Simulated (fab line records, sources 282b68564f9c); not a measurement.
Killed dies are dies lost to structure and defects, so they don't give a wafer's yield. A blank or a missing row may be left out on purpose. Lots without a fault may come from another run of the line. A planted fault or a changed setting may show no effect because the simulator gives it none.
fab line records | flow rit_cmos
record lots=13 wafers=39 last_day=8
route steps=202 shown PRETRO@73 SPACER@129 CONTACT@168
lots that met no fault: from a run of the same line without faults
start_h: hours from the record's first day to the start of the lot's first wafer shown | wait_h: hours since the lot's step before | " the same as in the row above | L1.1+2: a row that stands for several wafers | - no value, or no start given | * or withheld: withheld | < > ~ a bound
route shown NAME@n: a module of which the file shows steps, and the number in the route of the first | usual: mean/standard deviation of fault-free wafers | same: alike in all rows | chamber/n: place in a boat | sites: the reading at each site | _std_site: their standard deviation | _edge_site: outer sites' mean less inner sites' | radius_mm: how far each site lies from the wafer's centre | mask NAME#n: copy n | behind: the tool/chamber that last shaped the wafer | hold: why the lot was held/for how many hours/how that ended | device: the transistor (n, p or np) that didn't switch | end of line: the same wafers' tests at the end of the route | a step without rows: its recipe alone | killed: dies lost to structure and defects at the first sort, not the wafer's yield | map: a wafer's dies, x killed, . not, _ none there
set.NAME: the setting as run; set.NAME@STEP: as run at that earlier step | model.NAME: the simulator's own value behind a step, which no gauge read
steps of the route over a sample of lots; a table a step, a row a wafer
services: from which hour (start_h, from the record's first day; less than 0 if before it) a tool's chamber was out of use, for how many hours, and why
## steps
# step RIT_PRETRO_STRIP_09
# recipe chemistry=O2 time_s=180 resist=NOVOLAK platen_temp_c=withheld power_w=500 pressure_mtorr=4000 o2_flow_sccm=4000
# usual chamber_pressure_mTorr=4000/3.6 drypump_motor_current_A=5.6/0.46 rf_refl_power_W=7.2/1.2
# columns lot.wafer tool chamber start_h wait_h chamber_pressure_mTorr drypump_motor_current_A rf_hours_counter_h rf_refl_power_W
L862.1 plasma_asher-01 1 33.13 0.1 4004 6.0 35 7.5
L862.4 " 0 " " 3998 4.8 - 7.8
L862.6 " 0 " " 3996 4.8 - 7.8
L863.2 plasma_asher-04 0 37.74 0.1 3999 5.8 40 5.1
L863.3 " 1 " " 4002 5.9 - 6.3
L863.5 " 0 " " 4003 5.8 - 5.6
L864.2 plasma_asher-04 1 42.95 0.1 4006 5.9 41 6.2
L864.4 " 0 " " 3992 5.8 - 5.9
L864.5 " 1 " " 4001 5.9 - 6.3
L865.2 plasma_asher-01 1 52.89 0.1 3999 6.0 37 7.2
L865.4 " 0 " " 4002 4.7 - 8.0
L865.6 " 0 " " 4005 4.7 - 7.6
L866.1 plasma_asher-01 1 55.34 0.1 4001 6.0 37 7.3
L866.4 " 0 " " 3993 4.7 - 8.2
L866.5 " 0 " " 4001 4.8 - 7.9
L867.1 plasma_asher-01 1 59.34 0.1 3999 6.0 38 7.5
L867.3 " 0 " " 3995 4.7 - 8.2
L867.6 " 0 " " 3998 4.8 - 7.9
L868.3 plasma_asher-04 1 67.58 0.1 4000 5.9 - 6.3
L868.4 " 0 " " 4002 5.8 - 6.0
L868.5 " 1 " " 4002 5.9 - 6.5
L869.1 plasma_asher-04 1 71.13 0.1 4007 5.9 43 5.9
L869.2 " 0 " " 3997 5.8 43 5.7
L869.6 " 1 " " 4001 5.9 - 6.2
L870.2 plasma_asher-01 1 73.55 0.1 3999 6.0 39 7.3
L870.4 " 1 " " 3991 6.0 - 7.5
L870.6 " 0 " " 4006 4.8 - 8.1
L882.1 plasma_asher-02 0 142.96 0.1 4004 5.8 47 6.3
L882.4 " 1 " " 4006 5.6 - 9.7
L882.6 " 0 " " 3996 5.8 - 6.4
L883.3 plasma_asher-02 1 148.10 0.1 4002 5.6 - 9.3
L883.4 " 0 " " 3999 5.8 - 6.5
L883.6 " 1 " " 4008 5.6 - 9.4
L884.2 plasma_asher-01 1 154.44 0.1 3998 6.0 48 7.4
L884.3 " 0 " " 4006 4.8 - 7.8
L884.6 " 0 " " 4004 4.8 - 7.8
L885.2 plasma_asher-02 0 159.61 0.1 4001 5.8 48 6.6
L885.3 " 1 " " 4003 5.6 - 9.5
L885.5 " 0 " " 4007 5.8 - 6.6
# step RIT_SPACER_THK_MEAS_04
# recipe reads=Si3N4_of_SPACER_CVD_03
# usual SPACER_NITRIDE_THK=249.0/2.5
# columns lot.wafer tool chamber start_h wait_h SPACER_NITRIDE_THK[nm]
L862.1 film_metro-04 - 56.61 0.0 250.4
L862.4 " - " " 248.4
L862.6 " - " " 248.0
L863.2 film_metro-04 - 57.47 0.0 248.0
L863.3 " - " " 248.5
L863.5 " - " " 247.7
L864.2 film_metro-01 - 59.39 0.0 252.1
L864.4 " - " " 252.9
L864.5 " - " " 251.3
L865.2 film_metro-04 - 69.68 0.0 250.9
L865.4 " - " " 248.4
L865.6 " - " " 249.8
L866.1 film_metro-02 - 71.59 0.0 247.9
L866.4 " - " " 247.9
L866.5 " - " " 249.6
L867.1 film_metro-02 - 76.93 0.0 242.3
L867.3 " - " " 243.4
L867.6 " - " " 244.0
L868.3 film_metro-04 - 83.48 0.0 253.2
L868.4 " - " " 250.9
L868.5 " - " " 251.8
L869.1 film_metro-01 - 86.34 0.0 253.1
L869.2 " - " " 253.8
L869.6 " - " " 254.3
L870.2 film_metro-01 - 88.93 0.0 250.3
L870.4 " - " " 250.0
L870.6 " - " " 249.9
L883.3 film_metro-02 - 169.29 0.0 249.4
L883.4 " - " " 248.9
L883.6 " - " " 246.7
L882.1 film_metro-01 - 169.70 0.0 245.8
L882.4 " - " " 244.6
L882.6 " - " " 246.8
L884.2 film_metro-04 - 178.00 0.0 250.9
L884.3 " - " " 250.5
L884.6 " - " " 249.7
L885.2 film_metro-04 - 184.19 0.0 246.8
L885.3 " - " " 247.8
L885.5 " - " " 246.6
# step RIT_CONTACT_CVD_00
# recipe material=SiO2 target_thk_nm=400 precursor=TEOS temp_c=390 time_s=61 rf_w=400
# usual heater_power_w=311/49 rf_fwd_power_W=396.1/1.8
# columns lot.wafer tool chamber start_h wait_h heater_power_w rf_fwd_power_W
L862.1 pecvd-03 1 61.56 0.1 390 394.8
L862.4 " 2 " " 360 393.9
L862.6 " 1 " " 408 395.7
L863.2 pecvd-02 1 62.06 0.0 277 395.1
L863.3 " 2 " " 222 396.0
L863.5 " 1 " " 200 396.8
L864.2 pecvd-01 2 63.87 0.0 306 399.1
L864.4 " 0 " " 294 395.9
L864.5 " 1 " " 339 395.0
L865.2 pecvd-03 2 74.61 0.0 379 396.9
L865.4 " 1 " " 337 397.1
L865.6 " 2 " " 284 396.7
L866.1 pecvd-02 2 76.25 0.1 252 394.1
L866.4 " 1 " " 276 396.8
L866.5 " 2 " " 265 393.4
L867.1 pecvd-01 0 81.52 0.1 355 394.4
L867.3 " 1 " " 351 393.6
L867.6 " 2 " " 311 397.4
L868.3 pecvd-03 1 88.22 0.0 353 398.2
L868.4 " 0 " " 362 398.3
L868.5 " 2 " " 340 394.3
L869.1 pecvd-02 2 91.27 0.1 239 396.8
L869.2 " 1 " " 254 396.0
L869.6 " 0 " " 325 395.4
L870.2 pecvd-01 1 93.39 0.0 371 395.3
L870.4 " 0 " " 334 394.6
L870.6 " 2 " " 268 398.7
L883.3 pecvd-01 2 173.75 0.0 269 399.5
L883.4 " 2 " " 276 397.8
L883.6 " 0 " " 296 395.6
L882.1 pecvd-03 1 174.22 0.1 361 396.7
L882.4 " 0 " " 375 237.1
L882.6 " 2 " " 358 397.9
L884.2 pecvd-02 0 182.50 0.0 319 396.7
L884.3 " 2 " " 236 394.0
L884.6 " 2 " " 250 394.9
L885.2 pecvd-01 1 188.80 0.0 364 393.7
L885.3 " 2 " " 263 398.1
L885.5 " 1 " " 379 393.1
# step RIT_CONTACT_THK_MEAS_01
# recipe reads=SiO2_of_CONTACT_CVD_00
# usual CONTACT_TEOS_THK=401/5.9
# columns lot.wafer tool chamber start_h wait_h CONTACT_TEOS_THK[nm]
L862.1 film_metro-03 - 61.61 0.0 397
L862.4 " - " " 405
L862.6 " - " " 409
L863.2 film_metro-02 - 62.12 0.0 402
L863.3 " - " " 400
L863.5 " - " " 409
L864.2 film_metro-03 - 63.93 0.0 390
L864.4 " - " " 395
L864.5 " - " " 401
L865.2 film_metro-03 - 74.67 0.0 399
L865.4 " - " " 406
L865.6 " - " " 405
L866.1 film_metro-01 - 76.30 0.0 404
L866.4 " - " " 407
L866.5 " - " " 410
L867.1 film_metro-03 - 81.58 0.0 394
L867.3 " - " " 396
L867.6 " - " " 397
L868.3 film_metro-01 - 88.29 0.0 400
L868.4 " - " " 409
L868.5 " - " " 411
L869.1 film_metro-03 - 91.32 0.0 410
L869.2 " - " " 399
L869.6 " - " " 408
L870.2 film_metro-02 - 93.45 0.0 397
L870.4 " - " " 401
L870.6 " - " " 397
L883.3 film_metro-03 - 173.82 0.0 387
L883.4 " - " " 397
L883.6 " - " " 398
L882.1 film_metro-01 - 174.27 0.0 398
L882.4 " - " " 348
L882.6 " - " " 406
L884.2 film_metro-03 - 182.56 0.0 393
L884.3 " - " " 402
L884.6 " - " " 406
L885.2 film_metro-03 - 188.86 0.0 399
L885.3 " - " " 396
L885.5 " - " " 404
# step RIT_CONTACT_OVL_MEAS_09
# usual CONTACT_OVL=-1.0/1.5
# columns lot.wafer tool chamber start_h wait_h CONTACT_OVL[nm]
L862.1 overlay-01 - 62.88 0.1 0.9
L862.4 " - " " -0.1
L862.6 " - " " -1.5
L863.2 overlay-02 - 63.39 0.1 0.7
L863.3 " - " " -1.7
L863.5 " - " " -0.2
L864.2 overlay-02 - 65.07 0.1 -1.7
L864.4 " - " " 0.9
L864.5 " - " " -0.5
L865.2 overlay-02 - 76.00 0.1 -2.3
L865.4 " - " " -1.0
L865.6 " - " " -2.4
L866.1 overlay-01 - 77.57 0.1 -1.0
L866.4 " - " " -2.0
L866.5 " - " " 0.0
L867.1 overlay-02 - 82.85 0.1 -2.5
L867.3 " - " " -0.7
L867.6 " - " " -0.1
L868.3 overlay-01 - 89.43 0.1 -1.5
L868.4 " - " " -1.4
L868.5 " - " " -0.1
L869.1 overlay-01 - 92.46 0.1 -1.0
L869.2 " - " " 1.3
L869.6 " - " " 0.2
L870.2 overlay-02 - 94.60 0.1 -1.0
L870.4 " - " " -0.9
L870.6 " - " " -0.4
L883.3 overlay-01 - 175.12 0.1 -4.1
L883.4 " - " " -2.9
L883.6 " - " " -5.5
L882.1 overlay-02 - 175.48 0.1 -2.0
L882.4 " - " " -1.9
L882.6 " - " " -2.1
L884.2 overlay-02 - 183.70 0.1 -2.1
L884.3 " - " " -1.2
L884.6 " - " " -2.6
L885.2 overlay-01 - 190.05 0.1 -2.9
L885.3 " - " " -4.1
L885.5 " - " " -2.5
## services
# columns tool chamber start_h hours kind
plasma_asher-02 - 30.61 0.4 repair
pecvd-01 1 36.15 10.5 repair
pecvd-03 - 46.82 2.8 pm
plasma_asher-02 - 83.87 14.6 pm
plasma_asher-01 - 103.33 0.4 repair
plasma_asher-04 - 108.75 9.0 pm
plasma_asher-04 0 108.75 9.0 vent_cycle
plasma_asher-04 1 108.75 9.0 vent_cycle
plasma_asher-04 0 117.75 - clean
plasma_asher-04 1 117.75 - clean
pecvd-02 - 131.53 1.4 repair
plasma_asher-04 - 146.74 1.6 repair
plasma_asher-02 - 171.97 1.6 repair
## key
first_sign step=RIT_CONTACT_CVD_00 reading=rf_fwd_power_W direction=down sigmas=89 usual=396.1 struck=237.1
effect step=RIT_CONTACT_THK_MEAS_01 reading=CONTACT_TEOS_THK direction=down sigmas=8.9 usual=401 struck=348
met_at RIT_CONTACT_CVD_00
struck_lots L882
struck_wafers L882.4
tester_left_out L882
not_acting_at RIT_PRETRO_STRIP_09,RIT_SPACER_THK_MEAS_04,RIT_CONTACT_OVL_MEAS_09
onset_between 88.22 174.22
fault kind=process_parameter_drift tool=pecvd-03 chamber=0 onset_h=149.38 steps=RIT_CONTACT_CVD_00 channel=rf_w offset=-160 shape=step end_h=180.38 stated=400
# tester_left_out: of these lots the tester's yield and bins aren't shown, on N5 and GAA mostly nor the transistor test; their killed dies are dies lost to structure and defects alone, not to doping, threshold or leakage, so they don't give the yield
